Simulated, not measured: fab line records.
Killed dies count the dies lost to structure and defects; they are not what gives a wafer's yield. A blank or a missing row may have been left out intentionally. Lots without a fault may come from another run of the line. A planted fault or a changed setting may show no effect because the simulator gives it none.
Which tool is to blame? + flow berkeley cmos170 + 45 wafers from 15 lots sampled at 2 of the route's 331 steps

WHAT THE GAUGES READ, wafer by wafer
UCB170_NVT_TW_MEAS_09.
| lot  | measured    | on            | NVT_TW      |
|------|-------------|---------------|-------------|
| L205 | day 5 07:02 | film metro-01 | 526 527 525 |
| L206 | day 5 11:46 | film metro-03 | 528 525 526 |
| L207 | day 5 22:59 | film metro-04 | 524 524 523 |
| L210 | day 6 07:16 | film metro-01 | 528 529 529 |
| L208 | day 6 07:33 | film metro-04 | 518 518 521 |
| L209 | day 6 07:40 | film metro-03 | 525 525 526 |
| L211 | day 6 14:53 | film metro-04 | 518 517 519 |
| L215 | day 7 08:35 | film metro-03 | 528 530 527 |
| L214 | day 7 08:47 | film metro-01 | 524 527 529 |
| L216 | day 7 14:49 | film metro-04 | 466 466 466 |
| L217 | day 7 15:08 | film metro-04 | 464 465 466 |
| L220 | day 8 18:40 | film metro-01 | 529 530 528 |
| L224 | day 9 00:01 | film metro-04 | 523 521 521 |
| L221 | day 9 00:19 | film metro-01 | 472 471 472 |
| L223 | day 9 00:17 | film metro-04 | 519 521 519 |

EACH LOT AND THE TOOL THAT RAN IT (in order: tool; ch and the chambers of the sampled wafers; start)
| lot  | UCB170_NVT_IMPLANT_07          |
|------|--------------------------------|
| L205 | implanter-03 ch 0, day 5 06:49 |
| L206 | implanter-03 ch 0, day 5 11:31 |
| L207 | implanter-03 ch 0, day 5 22:44 |
| L210 | implanter-02 ch 0, day 6 07:01 |
| L208 | implanter-03 ch 0, day 6 07:19 |
| L209 | implanter-01 ch 0, day 6 07:26 |
| L211 | implanter-01 ch 0, day 6 14:38 |
| L215 | implanter-03 ch 0, day 7 08:16 |
| L214 | implanter-01 ch 0, day 7 08:32 |
| L216 | implanter-03 ch 0, day 7 14:35 |
| L217 | implanter-03 ch 0, day 7 14:55 |
| L220 | implanter-02 ch 0, day 8 18:28 |
| L224 | implanter-02 ch 0, day 8 23:46 |
| L221 | implanter-03 ch 0, day 9 00:02 |
| L223 | implanter-01 ch 0, day 9 00:02 |
- UCB170_NVT_IMPLANT_07

AS READ BY THE TOOLS THEMSELVES (means over the sampled wafers that have a number; for cases with no such wafer, the mark the record gives instead)
UCB170_NVT_IMPLANT_07.
| lot  | tool         | beam energy keV |
|------|--------------|-----------------|
| L205 | implanter-03 | 50.008          |
| L206 | implanter-03 | 50.003          |
| L207 | implanter-03 | 50.025          |
| L210 | implanter-02 | 49.990          |
| L208 | implanter-03 | 49.994          |
| L209 | implanter-01 | 50.001          |
| L211 | implanter-01 | 50.000          |
| L215 | implanter-03 | 49.986          |
| L214 | implanter-01 | 49.983          |
| L216 | implanter-03 | 32.485          |
| L217 | implanter-03 | 32.513          |
| L220 | implanter-02 | 50.008          |
| L224 | implanter-02 | 49.999          |
| L221 | implanter-03 | 32.480          |
| L223 | implanter-01 | 50.006          |

THE ANSWER, worked out from the rows above alone
Rule: what is usual is taken from the lots themselves. The widest of any qualifying gaps counts: lots, ordered by their means at a reading, are off when they make up no more than a third of the lots, leave a main group of 4 or more, and stand apart from it by 3 or more times the standard deviation of that group's means. The tables above print the reading to a certain number of digits; a main group whose means all agree to those digits is not used. A lot without any number at a reading at which 4 lots or more have one is off too. Where the step has rows for the other lots, those lots are counted as sound. The gauges are gone through in route order, then the tools' own readings, and for those a lot's mean is taken as printed above. The first step at which some lot is off is used, and at that step the reading that is off furthest; a lot without a number counts as furthest.
Off: L216, L217, L221, at UCB170_NVT_TW_MEAS_09 (NVT_TW). For the main group the mean is 524 and the standard deviation 3.7.
If a tool, at a process step before that reading, ran all the lots that are off and no sound lot after the first of them, it fits. Not tried: the gauges at UCB170_NVT_TW_MEAS_09; whatever is off there is also off at UCB170_NVT_IMPLANT_07, on other tools, and gauge error can't account for it. One fits: UCB170_NVT_IMPLANT_07 on implanter-03. A fault onset in the window from L215 (day 7 08:16, its last sound lot) to L216 (day 7 14:35, its first lot off) fits.
The tool's own readings at UCB170_NVT_IMPLANT_07 bear it out: on the lots that are off they differ by more than 5 times the standard deviation of the sound lots' means. beam energy keV reads 32.493 there against 50.000 on the sound lots.

WHAT THE SIMULATOR HAD PUT IN
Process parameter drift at UCB170_NVT_IMPLANT_07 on implanter-03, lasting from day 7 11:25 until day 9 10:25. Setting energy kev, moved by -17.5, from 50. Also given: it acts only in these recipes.
Lots struck among those shown: L216, L217, L221. The rule given above showed the same thing.
